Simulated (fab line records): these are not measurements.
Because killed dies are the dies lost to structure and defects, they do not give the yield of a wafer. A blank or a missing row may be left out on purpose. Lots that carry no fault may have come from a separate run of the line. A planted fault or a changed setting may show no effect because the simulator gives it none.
Comparing a struck lot with a sound one + flow rit cmos + 16 out of 202 route steps
Sound: these wafers, L561.1, L561.3, L561.4. The struck wafers were L562.1, L562.4, L562.5. The cause is given at the end.
At each step with rows: each side's tool, then ch and its chambers, then its first start. Under that, the readings that differ: sound wafers + struck wafers + difference of the means + sigmas: that difference in standard deviations of wafers without a fault.
alike: readings whose means differ by less than 2 such deviations, and words and numbers that are the same on both sides. not compared: withheld readings, readings that some wafer has no value for, bounds like >300 that may hide the same value, and numbers for which the record gives no deviation and whose values overlap.
The two part at a step that has a row with sigmas, a row that says differs or no value, or rows on one side only. Numbers that have no deviation but don't overlap get no sigmas and don't part them. Lack of a reading on every wafer of one side parts them only where that side has two or more wafers.

RIT_NWELL_TW_MEAS_10:
  struck on film metro-01, day 4 09:54; sound on film metro-02, day 4 04:46
  alike: NWELL_TW
then, 6 steps without rows for these wafers: RIT_PWELL_HMDS_00 (prime time 60 s); RIT_PWELL_COAT_01 (resist thk 1300 nm); RIT_PWELL_SOFTBAKE_02 (time 60 s); RIT_PWELL_EXPOSE_03 (exposes mask M3, target cd 43700 nm); RIT_PWELL_PEB_04; RIT_PWELL_DEVELOP_05 (develop time 68 s).
RIT_PWELL_OVL_MEAS_06:
  struck on overlay-02, day 4 10:58; sound on overlay-01, day 4 05:50
  alike: PWELL_OVL
then, 2 steps without rows for these wafers: RIT_PWELL_HARDBAKE_07 (time 120 s); RIT_PWELL_IMPLANT_08.
RIT_PWELL_STRIP_09: strips in O2, time 180 s.
  sound on plasma asher-03 ch 0,1, day 4 06:16; struck on plasma asher-01 ch 0,1, day 4 11:25
  alike: drypump motor current A
  not compared: rf hours counter h
RIT_PWELL_TW_MEAS_10:
  struck on film metro-04, day 4 11:35; sound on film metro-04, day 4 06:27
  alike: PWELL_TW
RIT_WELLDRIVE_ANNEAL_00: time 14700 s.
  sound on furnace-01 ch 0, day 4 07:12; struck on furnace-04 ch 0, day 4 11:38
| reading          | sound             | struck            | difference | sigmas      |
|------------------|-------------------|-------------------|------------|-------------|
| run length s (s) | 18274 18274 18274 | 15320 15320 15320 | -2954      | -99 or more |
RIT_WELLDRIVE_RS_MEAS_01: a four-point-probe measurement.
  struck on film metro-02, day 4 16:44; sound on film metro-04, day 4 12:17
| reading           | sound             | struck            | difference | sigmas |
|-------------------|-------------------|-------------------|------------|--------|
| NWELL_RS (ohm/sq) | 275.9 274.8 276.2 | 286.0 284.8 285.3 | +9.7       | +11    |
RIT_WELLDRIVE_RS_MEAS_02: a four-point-probe measurement.
  struck on film metro-02, day 4 16:51; sound on film metro-04, day 4 12:24
| reading           | sound             | struck            | difference | sigmas |
|-------------------|-------------------|-------------------|------------|--------|
| PWELL_RS (ohm/sq) | 425.0 423.9 423.4 | 438.2 438.4 436.6 | +13.6      | +9     |
then, 1 step without rows for these wafers: RIT_NRETRO_HMDS_00 (prime time 60 s).

WHERE THEY PART
Earliest at RIT_WELLDRIVE_ANNEAL_00; latest, in this record, at RIT_WELLDRIVE_RS_MEAS_02.

WHY: what the simulator had put in
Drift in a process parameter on furnace-04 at RIT_WELLDRIVE_ANNEAL_00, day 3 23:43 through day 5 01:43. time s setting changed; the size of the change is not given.
